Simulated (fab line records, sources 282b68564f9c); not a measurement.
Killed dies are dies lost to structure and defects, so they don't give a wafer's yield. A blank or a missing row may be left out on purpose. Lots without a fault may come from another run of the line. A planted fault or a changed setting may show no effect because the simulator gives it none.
Which tool did it? | flow rit_cmos | 14 lots, 42 wafers sampled, at 2 steps of a route of 202

WHAT THE GAUGES READ, wafer by wafer
The record holds no reading of a measuring or inspecting step that can be judged against a usual standard deviation.

WHICH TOOL RAN EACH LOT (tool, then ch and the chambers of the sampled wafers, then the start)
lot  | RIT_FOX2_CLEAN_02              | RIT_M1_PROBE_99
L510 | wet_bench-01 ch 3, day 1 20:10 | -
L511 | wet_bench-01 ch 0, day 1 23:33 | -
L512 | wet_bench-04 ch 3, day 2 05:22 | -
L513 | wet_bench-04 ch 2, day 2 10:52 | -
L516 | wet_bench-04 ch 2, day 3 01:55 | -
L517 | wet_bench-03 ch 2, day 3 06:29 | -
L518 | wet_bench-03 ch 1, day 3 12:35 | -
L521 | wet_bench-03 ch 0, day 4 02:28 | -
L522 | wet_bench-03 ch 3, day 4 08:18 | -
L523 | wet_bench-04 ch 3, day 4 13:09 | -
L524 | wet_bench-03 ch 3, day 4 17:14 | -
L527 | wet_bench-01 ch 3, day 5 08:19 | -
L529 | wet_bench-04 ch 3, day 5 18:50 | prober-02, day 7 10:44
L530 | wet_bench-04 ch 0, day 6 00:21 | -
- RIT_FOX2_CLEAN_02: cleans in dHF, time 180 s.
- RIT_M1_PROBE_99

WHAT THE TOOLS THEMSELVES READ (means of the sampled wafers that have a number; where no wafer has one, the mark that the record gives instead)
RIT_FOX2_CLEAN_02. Usual: run_length_s 211 s, standard deviation 3.7.
lot  | tool         | run_length_s (s) | flag
L510 | wet_bench-01 | 214              |
L511 | wet_bench-01 | 211              |
L512 | wet_bench-04 | 206              |
L513 | wet_bench-04 | 206              |
L516 | wet_bench-04 | 214              |
L517 | wet_bench-03 | 214              |
L518 | wet_bench-03 | 213              |
L521 | wet_bench-03 | 206              |
L522 | wet_bench-03 | 205              |
L523 | wet_bench-04 | 213              |
L524 | wet_bench-03 | 205              |
L527 | wet_bench-01 | 207              |
L529 | wet_bench-04 | 192              | OFF
L530 | wet_bench-04 | 191              | OFF

RIT_M1_PROBE_99. Usual: killed_at_M0_to_M3 0.0, standard deviation 0.18; killed_at_contacts 0.1, standard deviation 0.32; killed_at_front_end 7, standard deviation 3; killed_dies 7, standard deviation 3.1; killed_open 3.3, standard deviation 1.8; killed_short 3.6, standard deviation 2.
lot  | tool      | killed_at_M0_to_M3 | killed_at_contacts | killed_at_front_end | killed_dies | killed_open | killed_short | flag
L529 | prober-02 | 0.0                | 0.0                | 5                   | 5           | 2.0         | 3.3          |

THE ANSWER, worked out from the rows above alone
Rule: a lot is off if the mean of its wafers that have a number lies more than 3 standard deviations from the usual mean. A lot without any number at a reading at which 4 lots or more have one is off too. The other lots that the step has rows for count as sound. The gauges are gone through in route order, then the tools' own readings, and for those a lot's mean is taken as printed above. The first step at which some lot is off is used, and at that step the reading that is off furthest; a lot without a number counts as furthest.
Off: L529, L530, at RIT_FOX2_CLEAN_02 (run_length_s).
A tool fits if, at that step or a process step before it, it ran every lot that is off, and no sound lot after the first of them. One fits: wet_bench-04 at RIT_FOX2_CLEAN_02. Its last sound lot is L523 (day 4 13:09), its first lot that is off L529 (day 5 18:50): a fault that began between those two fits.

WHAT THE SIMULATOR HAD PUT IN
Process parameter drift: wet_bench-04, from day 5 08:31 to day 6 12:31, at RIT_FOX2_CLEAN_02. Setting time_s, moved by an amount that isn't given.
Lots struck among those shown: L529, L530. The rule above found the same.
